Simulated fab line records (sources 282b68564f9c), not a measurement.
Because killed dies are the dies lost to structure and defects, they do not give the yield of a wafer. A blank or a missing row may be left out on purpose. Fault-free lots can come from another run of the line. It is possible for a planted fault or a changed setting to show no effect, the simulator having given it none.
The same fault as seen by 2 desks    flow rit cmos    what lay behind the numbers comes last; until then each desk has only its own

## THE TOOL OWNER'S DESK: pvd sputter-01
The tool's own readings at RIT_SILICIDE_SPUTTER_01 (material Ti, target thk 30 nm, time 240 s): means of the sampled wafers that have a number, for each lot that ran on this tool. A lot is out of limits, marked OUT, if its mean lies more than 4 standard deviations from the usual mean; the brackets give that distance.
Columns: A = chamber pressure pa at RIT_SILICIDE_SPUTTER_01, usual 0.6669 Pa; B = substrate temp c at RIT_SILICIDE_SPUTTER_01, usual 25.00 C; C = throttle valve pct at RIT_SILICIDE_SPUTTER_01, usual 30.2 %
lot   first seen here  A       B      C
L167  day 3 14:02      0.6660  25.02  30.3
L169  day 4 02:21      0.6675  25.05  30.7
L171  day 4 09:07      0.6658  24.98  31.1
L173  day 4 15:01      0.6665  24.92  31.1
L177  day 5 10:41      0.6647  25.04  30.2
L181  day 6 06:55      0.6678  24.93  30.2
L183  day 6 15:55      0.6665  25.03  30.1
This desk's verdict: no lot among the 7 shows anything out of limits.

## THE METROLOGY DESK
What the gauges read for every lot (on any tool): the sampled wafers with a number, averaged. A lot is out of limits, marked OUT, if its mean lies more than 4 standard deviations from the usual mean; the brackets give that distance.
Columns: A = SILICIDE_TI_RS at RIT_SILICIDE_RS_MEAS_02, usual 47.9 ohm/sq; B = SILICIDE_TI_THK at RIT_SILICIDE_THK_MEAS_03, usual 29.8 nm
lot   first seen here  A     B
L166  day 3 08:23      47.8  30.1
L167  day 3 14:14      46.8  30.3
L168  day 3 21:46      48.3  29.5
L169  day 4 02:31      47.3  30.3
L170  day 4 07:17      47.4  30.0
L171  day 4 09:18      48.0  30.1
L172  day 4 13:13      48.2  29.7
L173  day 4 15:10      48.7  29.4
L174  day 4 19:52      45.8  30.9
L177  day 5 10:53      48.4  29.7
L180  day 5 23:16      48.1  29.4
L181  day 6 07:04      47.3  30.4
L183  day 6 16:08      47.2  30.5
L188  day 7 15:59      48.1  29.5
This desk's verdict: no lot among the 14 shows anything out of limits.

## ALL TOGETHER
The tool owner's desk saw nothing out of limits.
The metrology desk saw nothing out of limits.

## WHAT HAD BEEN PUT IN BY THE SIMULATOR
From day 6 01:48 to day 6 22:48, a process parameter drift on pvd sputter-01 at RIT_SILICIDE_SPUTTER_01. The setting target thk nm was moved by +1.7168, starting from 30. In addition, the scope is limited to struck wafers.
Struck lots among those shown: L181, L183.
